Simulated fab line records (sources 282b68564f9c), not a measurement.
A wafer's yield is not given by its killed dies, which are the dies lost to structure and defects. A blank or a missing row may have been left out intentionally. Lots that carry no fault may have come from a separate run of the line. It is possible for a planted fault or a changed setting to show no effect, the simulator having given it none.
Which tool did it? || flow rit-cmos || 14 lots, 42 wafers sampled, at 5 steps of a route of 202

== WHAT EACH GAUGE READ, for each wafer ==
RIT_NLDD_OVL_MEAS_06.
{"lot": "L885", "measured": "day 2 19:02", "on": "overlay-02", "NLDD_OVL (nm)": "1.4 0.9 0.0"}
{"lot": "L886", "measured": "day 2 22:24", "on": "overlay-01", "NLDD_OVL (nm)": "0.6 -0.6 -0.9"}
{"lot": "L887", "measured": "day 3 10:33", "on": "overlay-01", "NLDD_OVL (nm)": "-1.0 0.0 -4.2"}
{"lot": "L888", "measured": "day 3 17:36", "on": "overlay-01", "NLDD_OVL (nm)": "2.4 0.3 2.5"}
{"lot": "L889", "measured": "day 4 00:26", "on": "overlay-01", "NLDD_OVL (nm)": "-1.4 -1.3 -0.5"}
{"lot": "L895", "measured": "day 5 06:51", "on": "overlay-01", "NLDD_OVL (nm)": "-2.3 -1.4 -1.7"}
{"lot": "L898", "measured": "day 5 21:19", "on": "overlay-02", "NLDD_OVL (nm)": "-1.0 -0.1 -1.8"}
{"lot": "L900", "measured": "day 6 05:01", "on": "overlay-01", "NLDD_OVL (nm)": "0.7 0.9 -1.3"}
{"lot": "L902", "measured": "day 6 12:44", "on": "overlay-02", "NLDD_OVL (nm)": "0.3 0.3 -0.8"}
{"lot": "L903", "measured": "day 6 18:17", "on": "overlay-01", "NLDD_OVL (nm)": "-3.0 -2.2 -1.3"}
{"lot": "L905", "measured": "day 7 03:11", "on": "overlay-01", "NLDD_OVL (nm)": "0.3 -0.4 0.7"}
{"lot": "L906", "measured": "day 7 08:44", "on": "overlay-01", "NLDD_OVL (nm)": "-2.1 -1.2 -0.8"}
{"lot": "L908", "measured": "day 7 14:05", "on": "overlay-02", "NLDD_OVL (nm)": "-2.5 0.8 -1.0"}
{"lot": "L907", "measured": "day 19 01:05", "on": "overlay-02", "NLDD_OVL (nm)": "0.0 1.8 1.8"}

RIT_PLDD_TW_MEAS_10.
{"lot": "L885", "measured": "day 2 20:58", "on": "film-metro-03", "PLDD_TW": "2346 2325 2339"}
{"lot": "L886", "measured": "day 3 00:27", "on": "film-metro-01", "PLDD_TW": "2333 2349 2339"}
{"lot": "L887", "measured": "day 3 12:37", "on": "film-metro-03", "PLDD_TW": "2325 2310 2318"}
{"lot": "L888", "measured": "day 3 19:39", "on": "film-metro-03", "PLDD_TW": "2328 2311 2326"}
{"lot": "L889", "measured": "day 4 02:29", "on": "film-metro-01", "PLDD_TW": "2348 2335 2335"}
{"lot": "L895", "measured": "day 5 08:55", "on": "film-metro-04", "PLDD_TW": "2332 2338 2354"}
{"lot": "L898", "measured": "day 5 23:24", "on": "film-metro-01", "PLDD_TW": "2366 2369 2369"}
{"lot": "L900", "measured": "day 6 06:57", "on": "film-metro-01", "PLDD_TW": "2353 2350 2355"}
{"lot": "L902", "measured": "day 6 14:50", "on": "film-metro-01", "PLDD_TW": "2343 2347 2359"}
{"lot": "L903", "measured": "day 6 20:22", "on": "film-metro-01", "PLDD_TW": "2359 2358 2356"}
{"lot": "L905", "measured": "day 7 05:14", "on": "film-metro-03", "PLDD_TW": "2319 2321 2333"}
{"lot": "L906", "measured": "day 7 10:40", "on": "film-metro-01", "PLDD_TW": "2339 2348 2352"}
{"lot": "L908", "measured": "day 7 16:10", "on": "film-metro-01", "PLDD_TW": "2338 2353 2346"}
{"lot": "L907", "measured": "day 19 03:04", "on": "film-metro-04", "PLDD_TW": "2365 2360 2359"}

RIT_CONTACT_CD_MEAS_08: target cd 1000 nm.
{"lot": "L885", "measured": "day 3 05:16", "on": "cd-sem-01", "cd-nm (nm)": "999.9 1001.3 999.9"}
{"lot": "L886", "measured": "day 3 08:41", "on": "cd-sem-01", "cd-nm (nm)": "999.4 998.6 998.8"}
{"lot": "L887", "measured": "day 3 21:44", "on": "cd-sem-01", "cd-nm (nm)": "997.4 996.6 996.7"}
{"lot": "L888", "measured": "day 4 04:07", "on": "cd-sem-01", "cd-nm (nm)": "997.2 996.4 1001.0"}
{"lot": "L889", "measured": "day 4 10:52", "on": "cd-sem-01", "cd-nm (nm)": "1001.4 1001.0 999.6"}
{"lot": "L895", "measured": "day 5 17:23", "on": "cd-sem-02", "cd-nm (nm)": "987.3 989.3 988.1 987.2 989.1 987.6"}
{"lot": "L898", "measured": "day 6 08:32", "on": "cd-sem-01", "cd-nm (nm)": "993.3 996.1 992.1"}
{"lot": "L900", "measured": "day 6 15:25", "on": "cd-sem-01", "cd-nm (nm)": "1002.1 999.4 999.3"}
{"lot": "L902", "measured": "day 6 23:33", "on": "cd-sem-01", "cd-nm (nm)": "996.6 996.6 998.1"}
{"lot": "L903", "measured": "day 7 04:50", "on": "cd-sem-02", "cd-nm (nm)": "999.5 1000.4 1000.9"}
{"lot": "L905", "measured": "day 7 14:01", "on": "cd-sem-02", "cd-nm (nm)": "1004.9 1004.5 1004.6"}
{"lot": "L906", "measured": "day 7 18:54", "on": "cd-sem-02", "cd-nm (nm)": "1001.2 1000.3 1002.3"}
{"lot": "L908", "measured": "day 8 00:14", "on": "cd-sem-01", "cd-nm (nm)": "1002.6 998.8 1001.8"}
{"lot": "L907", "measured": "day 19 12:34", "on": "cd-sem-02", "cd-nm (nm)": "1000.8 1002.7 1000.2"}

RIT_M1_OVL_MEAS_10.
{"lot": "L885", "measured": "day 3 08:09", "on": "overlay-01", "M1_OVL (nm)": "-0.2 -1.0 -0.1"}
{"lot": "L886", "measured": "day 3 11:37", "on": "overlay-02", "M1_OVL (nm)": "-2.4 -1.7 -0.9"}
{"lot": "L887", "measured": "day 4 00:29", "on": "overlay-02", "M1_OVL (nm)": "0.5 1.1 -0.2"}
{"lot": "L888", "measured": "day 4 06:54", "on": "overlay-02", "M1_OVL (nm)": "1.8 0.2 2.0"}
{"lot": "L889", "measured": "day 4 13:37", "on": "overlay-02", "M1_OVL (nm)": "0.7 0.1 1.4"}
{"lot": "L895", "measured": "day 6 01:47", "on": "overlay-02", "M1_OVL (nm)": "-0.9 -0.7 -1.7"}
{"lot": "L898", "measured": "day 6 11:10", "on": "overlay-02", "M1_OVL (nm)": "-2.0 -1.6 -1.5"}
{"lot": "L900", "measured": "day 6 18:04", "on": "overlay-02", "M1_OVL (nm)": "-1.0 -1.0 -2.3"}
{"lot": "L902", "measured": "day 7 02:19", "on": "overlay-02", "M1_OVL (nm)": "-1.4 -1.9 -0.9"}
{"lot": "L903", "measured": "day 7 07:34", "on": "overlay-01", "M1_OVL (nm)": "-1.2 0.2 -0.4"}
{"lot": "L905", "measured": "day 7 16:44", "on": "overlay-02", "M1_OVL (nm)": "-0.4 -0.9 0.5"}
{"lot": "L906", "measured": "day 7 21:40", "on": "overlay-02", "M1_OVL (nm)": "0.9 0.3 -0.1"}
{"lot": "L908", "measured": "day 8 02:59", "on": "overlay-02", "M1_OVL (nm)": "1.7 -1.2 0.1"}
{"lot": "L907", "measured": "day 19 15:17", "on": "overlay-01", "M1_OVL (nm)": "0.9 0.1 -0.2"}

== TOOL THAT RAN EACH LOT (tool first, then ch and the chambers of the sampled wafers, then the start) ==
{"lot": "L885", "RIT_CONTACT_DEVELOP_07": "litho-track-04 ch 0, day 3 05:00"}
{"lot": "L886", "RIT_CONTACT_DEVELOP_07": "litho-track-01 ch 0, day 3 08:00"}
{"lot": "L887", "RIT_CONTACT_DEVELOP_07": "litho-track-03 ch 0, day 3 21:00"}
{"lot": "L888", "RIT_CONTACT_DEVELOP_07": "litho-track-04 ch 0, day 4 03:00"}
{"lot": "L889", "RIT_CONTACT_DEVELOP_07": "litho-track-01 ch 0, day 4 10:00"}
{"lot": "L895", "RIT_CONTACT_DEVELOP_07": "litho-track-04 ch 0, day 5 17:00"}
{"lot": "L898", "RIT_CONTACT_DEVELOP_07": "litho-track-04 ch 0, day 6 08:00"}
{"lot": "L900", "RIT_CONTACT_DEVELOP_07": "litho-track-01 ch 0, day 6 15:00"}
{"lot": "L902", "RIT_CONTACT_DEVELOP_07": "litho-track-03 ch 0, day 6 23:00"}
{"lot": "L903", "RIT_CONTACT_DEVELOP_07": "litho-track-03 ch 0, day 7 04:00"}
{"lot": "L905", "RIT_CONTACT_DEVELOP_07": "litho-track-01 ch 0, day 7 13:00"}
{"lot": "L906", "RIT_CONTACT_DEVELOP_07": "litho-track-03 ch 0, day 7 18:00"}
{"lot": "L908", "RIT_CONTACT_DEVELOP_07": "litho-track-03 ch 0, day 8 00:00"}
{"lot": "L907", "RIT_CONTACT_DEVELOP_07": "litho-track-04 ch 0, day 19 12:00"}
- RIT_CONTACT_DEVELOP_07: develop time 120 s.

== AS READ BY THE TOOLS THEMSELVES (means over the sampled wafers that have a number; for cases with no such wafer, the mark the record gives instead) ==
RIT_CONTACT_DEVELOP_07.
{"lot": "L885", "tool": "litho-track-04", "developer-temp-C (C)": 23.03}
{"lot": "L886", "tool": "litho-track-01", "developer-temp-C (C)": 22.89}
{"lot": "L887", "tool": "litho-track-03", "developer-temp-C (C)": 23.05}
{"lot": "L888", "tool": "litho-track-04", "developer-temp-C (C)": 22.94}
{"lot": "L889", "tool": "litho-track-01", "developer-temp-C (C)": 23.07}
{"lot": "L895", "tool": "litho-track-04", "developer-temp-C (C)": 25.33}
{"lot": "L898", "tool": "litho-track-04", "developer-temp-C (C)": 25.29}
{"lot": "L900", "tool": "litho-track-01", "developer-temp-C (C)": 23.14}
{"lot": "L902", "tool": "litho-track-03", "developer-temp-C (C)": 23.13}
{"lot": "L903", "tool": "litho-track-03", "developer-temp-C (C)": 22.92}
{"lot": "L905", "tool": "litho-track-01", "developer-temp-C (C)": 23.07}
{"lot": "L906", "tool": "litho-track-03", "developer-temp-C (C)": 23.09}
{"lot": "L908", "tool": "litho-track-03", "developer-temp-C (C)": 23.04}
{"lot": "L907", "tool": "litho-track-04", "developer-temp-C (C)": 23.06}

== THE ANSWER, worked out from the rows above alone ==
Rule: what is usual is taken from the lots themselves. The widest of any qualifying gaps counts: lots, ordered by their means at a reading, are off when they make up no more than a third of the lots, leave a main group of 4 or more, and stand apart from it by 3 or more times the standard deviation of that group's means. If all means in a main group match to the digits the tables above print for the reading, that group is not used. A lot without any number at a reading at which 4 lots or more have one is off too. Any other lot the step has rows for is counted as sound. First the gauges in route order, then the tools' own readings, where a lot's mean is used as printed above. The first step at which some lot is off is used, and at that step the reading that is off furthest; a lot without a number counts as furthest.
Off, at RIT_CONTACT_DEVELOP_07 on developer-temp-C: L895, L898. The main group has a mean of 23.04 C with a standard deviation of 0.076.
If a tool, at that step or one of the process steps before it, ran each lot that is off and ran no sound lot following the first of them, it fits. None of those tried fits.

== WHAT THE SIMULATOR PUT IN ==
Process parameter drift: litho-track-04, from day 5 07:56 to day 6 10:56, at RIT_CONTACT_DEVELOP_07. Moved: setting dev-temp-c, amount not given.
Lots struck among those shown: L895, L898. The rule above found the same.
